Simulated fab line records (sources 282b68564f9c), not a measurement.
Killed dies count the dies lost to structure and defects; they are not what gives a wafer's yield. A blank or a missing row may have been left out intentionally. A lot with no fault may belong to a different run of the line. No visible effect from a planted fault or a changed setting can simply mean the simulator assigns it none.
Problem report, 8D (eight disciplines) form, completed by code ; flow rit_cmos ; the parts of the form that need people (team, actions taken, sign-off) are left out

1. WHAT WENT WRONG
Mean PLDD_RS at RIT_SDANNEAL_RS_MEAS_06: 174.0 ohm/sq over 6 wafers in 2 lots; fault-free wafers: 176.9 ohm/sq, standard deviation 0.5. That puts it -5.9 standard deviations away from the usual mean.
The step: measures by four-point-probe.
First observed at day 6 19:37: wafer L960.2, on film_metro-01. Wafers with a number at this step in the record: 42, from 14 lots. Rule for "out", or "out of limits": more than 4 standard deviations from the usual mean. Any other wafer with a number is counted as sound.

2. WHAT IT IS; WHAT IT IS NOT
question;is;is not
which readings at this step;PLDD_RS;-
which lots;L960, L961;L943, L944, L945, L946, L947, L948, L949, L950, L951, L955, L959, L965
which wafers of those lots;all that have a number;-
read on which gauges;film_metro-01, film_metro-03;film_metro-02
when;from day 6 19:37;"up to then (33 sound wafers); but 3 sound wafers of L965 came after"

3. SUSPECTS, AND WHAT RULES EACH OUT
Counting: any tool at a process step up to the reading is kept as a suspect provided that every lot that is out went through it and no sound lot did after the first of them.
- ruled out: the gauge at RIT_SDANNEAL_RS_MEAS_06. 2 gauges (film_metro-01, film_metro-03) read the wafers that are out.
- implanter-03 at RIT_PLDD_IMPLANT_08: kept. It processed each lot that is out, first L960 at day 6 09:11, and no sound lot thereafter; up to then, the last sound lot it processed was L959 at day 6 05:39. Its own readings are out on those wafers: beam_energy_keV.
After counting, what remains is implanter-03 at RIT_PLDD_IMPLANT_08.

4. THE CAUSE (what the simulator had put in)
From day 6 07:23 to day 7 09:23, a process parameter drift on implanter-03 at RIT_PLDD_IMPLANT_08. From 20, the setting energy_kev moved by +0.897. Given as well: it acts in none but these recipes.
After counting, this tool was the only one left.

5. THE CHAIN OF EFFECTS, in route order
Rows list readings where the struck wafers' mean (over those with a number) sits beyond 3 standard deviations from the usual. Readings are gone through only where the record gives a usual standard deviation; hours: the median, over the lots, of the time from a lot's start at the first step in this table giving one to that lot's start at this step; sigmas: the change measured in usual standard deviations.
hours;step;reading;usual;on struck wafers;change;sigmas
0;RIT_PLDD_IMPLANT_08;beam_energy_keV;20.000;20.897;+0.897;+99 or more
10;RIT_SDANNEAL_RS_MEAS_06;PLDD_RS;176.9 ohm/sq;174.0;-2.9;-5.9
Its process steps:
- RIT_PLDD_IMPLANT_08

6. HOW IT WOULD HAVE BEEN CAUGHT EARLIER
The first out-of-limits reading at a measuring or inspecting step in this record came at day 6 19:37, 12 hours after the fault's start at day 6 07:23.
The tool's own readings at RIT_PLDD_IMPLANT_08 were out on every struck wafer that the step has a row for (beam_energy_keV): an alarm limit on them would have fired on the first of those.
By day 6 19:37, every lot that is out (2) had started RIT_PLDD_IMPLANT_08 on implanter-03. A hold on the tool at that time would have spared none of them.
